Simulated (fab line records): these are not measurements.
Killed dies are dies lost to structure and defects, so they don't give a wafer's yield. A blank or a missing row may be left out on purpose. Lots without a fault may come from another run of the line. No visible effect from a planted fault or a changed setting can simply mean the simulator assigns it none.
Split-lot trial | flow berkeleyCmos170 | route with 331 steps; 5 lots, 23 wafers read

SPLIT DETAILS
At UCB170_GATE_COAT_07 (resist thk 900 nm), the setting spinRpm was moved away from the recipe's 1500 rpm on 4 of the 23 wafers read, by -4.6% to -4.4%. For the rest of the wafers, this setting stayed at what the recipe calls for.

The reading comes from the split's own step.

THE READING
KrF_of_GATE_COAT_07.thkNm (the simulator's own value, which no gauge read), in nm, at UCB170_GATE_COAT_07 (resist thk 900 nm). No usual value for it is given in the file. The 19 wafers here that ran the recipe average 899.6 nm, standard deviation 3.4 nm.

wafer  | tool, chamber at the split | spinRpm as run, rpm | against the recipe | KrF_of_GATE_COAT_07.thkNm, nm | against lot-mates on the recipe
L077.1 | lithoTrack-02, 0           | 1500                | recipe             | 894.5                         | -
L077.2 | lithoTrack-02, 0           | 1500                | recipe             | 895.2                         | -
L077.3 | lithoTrack-02, 0           | 1500                | recipe             | 894.4                         | -
L077.5 | lithoTrack-02, 0           | 1500                | recipe             | 894.4                         | -
L077.6 | lithoTrack-02, 0           | 1500                | recipe             | 897.2                         | -
L076.1 | lithoTrack-04, 0           | 1500                | recipe             | 902.5                         | -
L076.4 | lithoTrack-04, 0           | 1500                | recipe             | 905.1                         | -
L076.6 | lithoTrack-04, 0           | 1500                | recipe             | 905.1                         | -
L075.1 | lithoTrack-03, 0           | 1500                | recipe             | 897.7                         | -
L075.2 | lithoTrack-03, 0           | 1500                | recipe             | 900.4                         | -
L075.3 | lithoTrack-03, 0           | 1500                | recipe             | 899.7                         | -
L075.4 | lithoTrack-03, 0           | 1500                | recipe             | 898                           | -
L075.5 | lithoTrack-03, 0           | 1500                | recipe             | 898.9                         | -
L081.1 | lithoTrack-03, 0           | 1500                | recipe             | 902.4                         | -
L081.2 | lithoTrack-03, 0           | 1434                | -4.4%              | 922.7                         | +20.1
L081.3 | lithoTrack-03, 0           | 1434                | -4.4%              | 921.7                         | +19.1
L081.4 | lithoTrack-03, 0           | 1500                | recipe             | 903.4                         | -
L081.5 | lithoTrack-03, 0           | 1500                | recipe             | 901.9                         | -
L083.1 | lithoTrack-03, 0           | 1500                | recipe             | 901.7                         | -
L083.2 | lithoTrack-03, 0           | 1500                | recipe             | 901.4                         | -
L083.4 | lithoTrack-03, 0           | 1431                | -4.6%              | 925.4                         | +24.6
L083.5 | lithoTrack-03, 0           | 1500                | recipe             | 899.4                         | -
L083.6 | lithoTrack-03, 0           | 1431                | -4.6%              | 922                           | +21.2

FIT RESULTS
A straight line over all 23 wafers: KrF_of_GATE_COAT_07.thkNm changes by -5.18 nm for each +1% of spinRpm; r = -0.94; the points scatter about the line by 3.3 nm.
The same after taking each lot's own level away (the mean of its wafers on the recipe; 23 wafers): -4.73 nm for each +1%; r = -0.99; scatter 1.2 nm.
On that fit, the largest move of spinRpm shifts the reading by 22 nm.
Measured against the standard deviation above, the lots' own levels, which go from 895.14 to 904.23 nm, span 2.7 times it.
Consequently the slope shifts little with the lot-to-lot level, the two slopes agreeing.
Check: with one of the wafers moved furthest among these (-4.6%) left out of the fit, the line predicts +20.8 nm for it against its lot-mates. Against them it came out at +24.6 nm.

THE OTHER SPLITS THESE WAFERS WENT THROUGH
Before the reading, these wafers also passed through other splits. Each is held against what the fit with the lots' levels taken away leaves over:
other split on the same wafers      | wafers away from the commonest value | r with KrF_of_GATE_COAT_07.thkNm (lot level and that fit taken away)
UCB170_START_OXIDATION_02 oxTimeS   | 15                                   | +0.10
UCB170_ZERO_STRIP_07 o2FlowSccm     | 8                                    | +0.01
UCB170_PWELL_COAT_08 resistThkNm    | 11                                   | -0.19
UCB170_PWELL_EXPOSE_10 doseMj       | 5                                    | -0.40
UCB170_WELLDRIVE_OXIDATION_01 tempC | 15                                   | -0.10
UCB170_ACTIVE_COAT_08 spinRpm       | 11                                   | -0.19
UCB170_ACTIVE_STRIP_16 powerW       | 7                                    | -0.01
UCB170_PFIELD_IMPLANT_07 doseCm2    | 9                                    | -0.11
UCB170_NVT_IMPLANT_07 doseCm2       | 10                                   | -0.02
UCB170_PVT_IMPLANT_07 doseCm2       | 7                                    | -0.20
UCB170_PVT_STRIP_08 overashFraction | 3                                    | -0.13

THE FILE'S OWN FIT
KrF_of_GATE_COAT_07.thkNm changes by -4.73 nm for each +1% of spinRpm, r = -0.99.
